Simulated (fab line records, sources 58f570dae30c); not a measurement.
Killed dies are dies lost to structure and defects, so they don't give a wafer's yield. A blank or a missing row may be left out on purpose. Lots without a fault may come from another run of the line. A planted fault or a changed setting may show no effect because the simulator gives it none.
Chamber matching | flow berkeley_cmos170 | UCB170_GATE_WET_ETCH_00 on wet_bench-02: 3 sister chambers
The step etches SiO2 in dHF, time 200 s. 3 wafers are shown with their chamber, then 7 later ones without.

WAFERS WITH THEIR CHAMBER
wafer  | chamber | run_length_s (s)
L734.5 | 0       | 232
L738.3 | 2       | 225
L737.4 | 1       | 226

WAFERS WITHOUT THEIR CHAMBER
wafer  | run_length_s (s)
L737.6 | 226
L739.1 | 226
L739.3 | 226
L739.5 | 226
L742.2 | 227
L742.3 | 227
L742.5 | 227

WHICH CHAMBER EACH WENT THROUGH
wafer  | from the rows above     | in truth
L737.6 | can't be placed: 1 or 2 | 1
L739.1 | can't be placed: 1 or 2 | 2
L739.3 | can't be placed: 1 or 2 | 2
L739.5 | can't be placed: 1 or 2 | 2
L742.2 | can't be placed: 1 or 2 | 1
L742.3 | can't be placed: 1 or 2 | 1
L742.5 | can't be placed: 1 or 2 | 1
Placed correctly: 0 of 7. Can't be placed from these rows: 7 (the true chamber is among the candidates in 7). Placed wrongly: 0.
How it was worked out, from the rows above alone: a wafer's distance from a chamber is the root of the sum, over the readings, of the square of ((its reading less the chamber's mean) divided by the reading's scatter). The wafer belongs to the nearest chamber; if the next one is less than 2 further off, it can't be placed. A chamber's mean is the mean of its shown wafers. The scatter: with one shown wafer a chamber, the root of the mean of the squares of how far each hidden wafer lies from its nearest shown one.
